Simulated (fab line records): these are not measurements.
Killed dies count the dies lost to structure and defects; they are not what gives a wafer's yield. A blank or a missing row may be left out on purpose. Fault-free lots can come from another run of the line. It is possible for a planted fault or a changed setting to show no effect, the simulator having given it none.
Problem report, 8D (eight disciplines) form, completed by code -- flow berkeleyCmos170 -- the parts of the form that need people (team, actions taken, sign-off) are left out

1. WHAT WENT WRONG
Mean PSD_RS at UCB170_SDANNEAL_RS_MEAS_02: 65.52 ohm/sq over 6 wafers in 2 lots; fault-free wafers: 75.61 ohm/sq, standard deviation 0.3. Relative to the usual mean, that is a shift of -34 standard deviations.
The step: measures by four-point-probe.
First seen on wafer L975.2, day 9 20:43, on filmMetro-04. Wafers with a number at this step in the record: 42, from 14 lots. Rule for "out", or "out of limits": more than 4 standard deviations from the usual mean. Any other wafer with a number is counted as sound.

2. WHAT THIS IS AND IS NOT
question,is,is not
which readings at this step,PSD_RS,-
which lots,"L973, L975","L964, L965, L967, L968, L969, L970, L971, L972, L974, L978, L985, L987"
which wafers of those lots,all that have a number,-
read on which gauges,"filmMetro-02, filmMetro-04",filmMetro-03
when,from day 9 20:43,"up to then (24 sound wafers); but 12 sound wafers of L974, L978, L985, L987 came after"

3. WHAT RULES OUT EACH SUSPECT
Counting: a tool stays on the suspect list if, at a process step up to the reading, it processed all lots that are out and no sound lot following the first of them.
- the gauge at UCB170_SDANNEAL_RS_MEAS_02 is ruled out. 2 gauges (filmMetro-02, filmMetro-04) read the wafers that are out.
- plasmaAsher-03 at UCB170_PVT_STRIP_08 (strips in O2): ruled out as a lasting fault. Following L975 (day 8 14:35), the first lot on it that is out, the sound lots L987 were run on it.
- rtpAnneal-02 at UCB170_SDANNEAL_RTA_01 (time 5 s): ruled out as a lasting fault. Following L975 (day 9 20:40), the first lot on it that is out, the sound lots L987 were run on it.
Left after counting: nothing in the record.

4. THE CAUSE (what the simulator had put in)
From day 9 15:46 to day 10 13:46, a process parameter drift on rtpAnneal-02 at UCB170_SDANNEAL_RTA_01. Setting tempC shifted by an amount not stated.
Counting ruled it out, wrongly: the rule takes a fault to strike every lot that its tool runs from its start on, and this one did not.

5. SEQUENCE OF EFFECTS, ordered by route
Each row: a reading whose mean over the struck wafers that have a number lies more than 3 standard deviations from the usual. Only readings whose record carries a usual standard deviation are examined. hours: median over the lots of the time between each lot's start at the first step of this table that gives one and its start at this step. sigmas: the change, counted in usual standard deviations.
hours,step,reading,usual,on struck wafers,change,sigmas
0,UCB170_SDANNEAL_RTA_01,wafer_temp_C_max,1054.5,1079.9,+25.4,+20
0,UCB170_SDANNEAL_RS_MEAS_02,PSD_RS,75.61 ohm/sq,65.52,-10.09,-34
0,UCB170_SDANNEAL_RS_MEAS_03,NSD_RS,37.26 ohm/sq,35.68,-1.58,-19
0,UCB170_SDANNEAL_RS_MEAS_04,PLDD_RS,1030.9 ohm/sq,1010.9,-20.1,-7.4
Process steps it contains:
- UCB170_SDANNEAL_RTA_01: time 5 s.

6. WHAT WOULD HAVE CAUGHT IT SOONER
Counted from the fault's start at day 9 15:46, it took 5 hours until the first out-of-limits reading at a measuring or inspecting step in this record, taken at day 9 20:43.
The tool's own readings at UCB170_SDANNEAL_RTA_01 were out on every struck wafer that the step has a row for (wafer_temp_C_max): an alarm limit on them would have fired on the first of those.
